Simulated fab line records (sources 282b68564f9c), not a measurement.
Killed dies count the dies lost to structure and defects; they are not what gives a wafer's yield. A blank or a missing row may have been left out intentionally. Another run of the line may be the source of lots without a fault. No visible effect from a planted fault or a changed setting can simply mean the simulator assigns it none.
The tool behind it: which one? -- flow rit cmos -- 21 wafers from 7 lots sampled at 2 of the route's 202 steps

== WHAT THE GAUGES SHOWED, per wafer ==
RIT_ACTIVE_THK_MEAS_02.
lot,measured,on,ACTIVE_OXIDE_THK (nm)
L881,day 1 22:04,film metro-02,47.0 46.0 46.0
L884,day 2 15:55,film metro-04,47.5 47.0 46.3
L886,day 3 00:13,film metro-04,47.1 46.7 47.9
L889,day 3 14:08,film metro-01,30.1 30.4 29.6
L896,day 5 01:03,film metro-01,47.6 47.5 47.1
L898,day 5 11:03,film metro-01,48.5 48.2 48.0
L902,day 6 07:03,film metro-04,46.8 46.8 47.0

== WHICH TOOL RAN EACH LOT (tool, then ch and the chambers of the sampled wafers, then the start) ==
lot,RIT_ACTIVE_OXIDATION_01
L881,"furnace-03 ch 0, day 1 20:07"
L884,"furnace-02 ch 0, day 2 13:59"
L886,"furnace-03 ch 0, day 2 22:15"
L889,"furnace-02 ch 0, day 3 12:12"
L896,"furnace-03 ch 0, day 4 23:07"
L898,"furnace-03 ch 0, day 5 09:07"
L902,"furnace-01 ch 0, day 6 05:07"
- RIT_ACTIVE_OXIDATION_01: target thk 46.8 nm, ox time 3360 s.

== THE ANSWER, worked out from the rows above alone ==
Rule: the usual values come from the lots themselves. Put in order of their means at a reading, lots are off if they are a third of the lots or fewer, leave a main group of 4 or more, and stand apart from it by a gap of 3 or more times the standard deviation of the main group's means; of several such gaps the widest counts. The tables above print the reading to a certain number of digits; a main group whose means all agree to those digits is not used. A lot without any number at a reading at which 4 lots or more have one is off too. Any other lot the step has rows for is counted as sound.
Off: L889, seen at RIT_ACTIVE_THK_MEAS_02 (ACTIVE_OXIDE_THK). For the main group the mean is 47.2 nm and the standard deviation 0.58.
A tool fits if, at a process step before that reading, it ran every lot that is off, and no sound lot after the first of them. The gauges at RIT_ACTIVE_THK_MEAS_02 are tried like those tools. One fits: RIT_ACTIVE_OXIDATION_01 on furnace-02. Its last sound lot is L884 (day 2 13:59), its first lot that is off L889 (day 3 12:12): a fault that began between those two fits.

== WHAT THE SIMULATOR HAD INSERTED ==
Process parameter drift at RIT_ACTIVE_OXIDATION_01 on furnace-02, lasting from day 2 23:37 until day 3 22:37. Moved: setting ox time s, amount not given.
Struck lots among those shown: L889. The rule above found the same.
